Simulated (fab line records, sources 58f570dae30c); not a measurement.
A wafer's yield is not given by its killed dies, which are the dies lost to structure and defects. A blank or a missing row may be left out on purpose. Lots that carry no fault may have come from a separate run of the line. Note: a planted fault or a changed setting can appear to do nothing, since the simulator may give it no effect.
2 desks looking at one fault ; flow berkeleyCmos170 ; only its own numbers are on each desk; what lay behind them is given at the end

FOR THE TOOL OWNER'S DESK: pecvd-04
The tool's own readings at UCB170_SPACER_CVD_00 (deposits SiO2 from TEOS/O2, target thk 376 nm, time 47 s): means of the sampled wafers that have a number, for each lot that ran on this tool. Any lot whose mean is over 4 standard deviations away from the usual mean is out of limits and marked OUT; that distance is given in the brackets.
Columns: A = heaterPowerW at UCB170_SPACER_CVD_00, usual 256 W
lot;first seen here;A
L511;day 8 12:29;236
L516;day 9 21:06;231
L517;day 9 21:29;232
L520;day 10 00:02;229
L522;day 10 22:11;161
L527;day 11 12:27;199
This desk found nothing out of limits on any of the 6 lots.

THE METROLOGY DESK
Means of the sampled wafers that have a number, per lot and without regard to the tool the lot ran on: this is what the gauges read. Any lot whose mean is over 4 standard deviations away from the usual mean is out of limits and marked OUT; that distance is given in the brackets.
Columns: A = SPACER_TEOS_THK at UCB170_SPACER_THK_MEAS_01, usual 376 nm; B = V2_TEOS_THK at UCB170_V2_THK_MEAS_01, usual 1988 nm; C = V2_BOW at UCB170_V2_BOW_MEAS_03, usual 38 um
lot;first seen here;A;B;C
L508;day 7 11:14;372;1989;43
L511;day 8 12:32;377;1988;32
L513;day 8 19:36;378;1995;41
L515;day 9 02:40;373;1992;41
L516;day 9 21:09;373;1997;35
L519;day 9 21:22;382;1995;33
L518;day 9 21:31;379;2002;37
L517;day 9 21:32;382;1973;35
L520;day 10 00:05;376;1973;32
L522;day 10 22:14;378;1987;37
L527;day 11 12:29;392;1967;32
L530;day 12 13:10;379;2004;40
L531;day 12 13:32;371;1977;42
This desk found nothing out of limits on any of the 13 lots.

ALL TOGETHER
The desk of the tool owner found nothing out of limits.
From the metrology desk's view, nothing was out of limits.

WHAT WAS PUT IN BY THE SIMULATOR
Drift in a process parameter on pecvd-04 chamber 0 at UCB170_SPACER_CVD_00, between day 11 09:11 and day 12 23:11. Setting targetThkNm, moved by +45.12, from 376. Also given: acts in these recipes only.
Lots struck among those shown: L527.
